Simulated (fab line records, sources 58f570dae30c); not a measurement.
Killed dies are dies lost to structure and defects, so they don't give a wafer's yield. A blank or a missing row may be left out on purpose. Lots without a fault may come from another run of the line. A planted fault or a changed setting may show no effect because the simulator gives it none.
One fault seen from 2 desks | flow berkeley_cmos170 | each desk has only its own numbers; what lay behind them comes last

THE TOOL OWNER'S DESK: rie_diel-02
The tool's own readings at UCB170_GATE_ETCH_14 (etches BARC in N2/H2): means of the sampled wafers that have a number, for each lot that ran on this tool. A lot is out of limits, marked OUT, if its mean lies more than 4 standard deviations from the usual mean; the brackets give that distance.
Columns: A = bias_w at UCB170_GATE_ETCH_14, usual 100.0 W; B = drypump_motor_current_A at UCB170_GATE_ETCH_14, usual 5.6 A; C = oes_product_au at UCB170_GATE_ETCH_14, usual 0.991 a.u.; D = throttle_valve_pct at UCB170_GATE_ETCH_14, usual 13.30 %
lot  | first seen here | A              | B   | C     | D
L337 | day 6 13:11     | 100.1          | 5.7 | 1.023 | 13.27
L344 | day 8 04:34     | 100.0          | 5.9 | 1.004 | 13.36
L348 | day 9 01:37     | 100.3          | 6.1 | 0.990 | 13.32
L347 | day 9 01:54     | 94.5 (-17) OUT | 5.9 | 0.984 | 13.30
L350 | day 9 02:17     | 94.6 (-17) OUT | 5.9 | 0.991 | 13.30
This desk's finding: out of limits on L347, L350; first on L347, day 9 01:54 (bias_w at UCB170_GATE_ETCH_14). In limits: L337, L344, L348.

THE METROLOGY DESK
What the gauges read, lot by lot, whatever tool the lot ran on: means of the sampled wafers that have a number. A lot is out of limits, marked OUT, if its mean lies more than 4 standard deviations from the usual mean; the brackets give that distance.
Columns: A = SACOX_OXIDE_THK at UCB170_SACOX_THK_MEAS_02, usual 14.4 nm; B = GATE_OXIDE_THK at UCB170_GATE_THK_MEAS_02, usual 6.56 nm; C = PLDD_OVL at UCB170_PLDD_OVL_MEAS_07, usual -1 nm
lot  | first seen here | A    | B    | C
L337 | day 5 12:22     | 14.0 | 6.57 | -2
L338 | day 5 18:43     | 14.0 | 6.53 | -5
L340 | day 5 18:43     | 14.1 | 6.62 | -3
L341 | day 6 08:41     | 14.3 | 6.74 | -1
L343 | day 6 13:19     | 14.1 | 6.63 | 4
L345 | day 7 00:43     | 14.6 | 6.64 | -6
L346 | day 7 00:43     | 15.0 | 6.48 | 0
L344 | day 7 00:44     | 14.6 | 6.61 | 2
L350 | day 8 03:31     | 14.3 | 6.54 | -4
L351 | day 8 03:31     | 14.7 | 6.51 | -2
L348 | day 8 03:35     | 14.3 | 6.63 | -4
L347 | day 8 03:36     | 14.1 | 6.49 | -2
L357 | day 9 06:55     | 14.1 | 6.55 | -0
L358 | day 9 13:29     | 14.4 | 6.52 | -3
This desk's finding: nothing out of limits on any of the 14 lots.

PUT TOGETHER
The tool owner's desk could have raised an alarm at day 9 01:54, on L347, L350.
The metrology desk saw nothing out of limits.
The metrology desk has L347, L350 on record, within its limits.
Of the lots named, all ran UCB170_GATE_ETCH_14 on rie_diel-02.

WHAT THE SIMULATOR HAD PUT IN
Process parameter drift: rie_diel-02, from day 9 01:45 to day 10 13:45, at UCB170_GATE_ETCH_14. Setting bias_w, moved by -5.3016, from 100. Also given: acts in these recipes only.
Lots struck among those shown: L347, L350.
Hours from the fault's start to each desk's first reading out of limits: the tool owner's desk, 0.
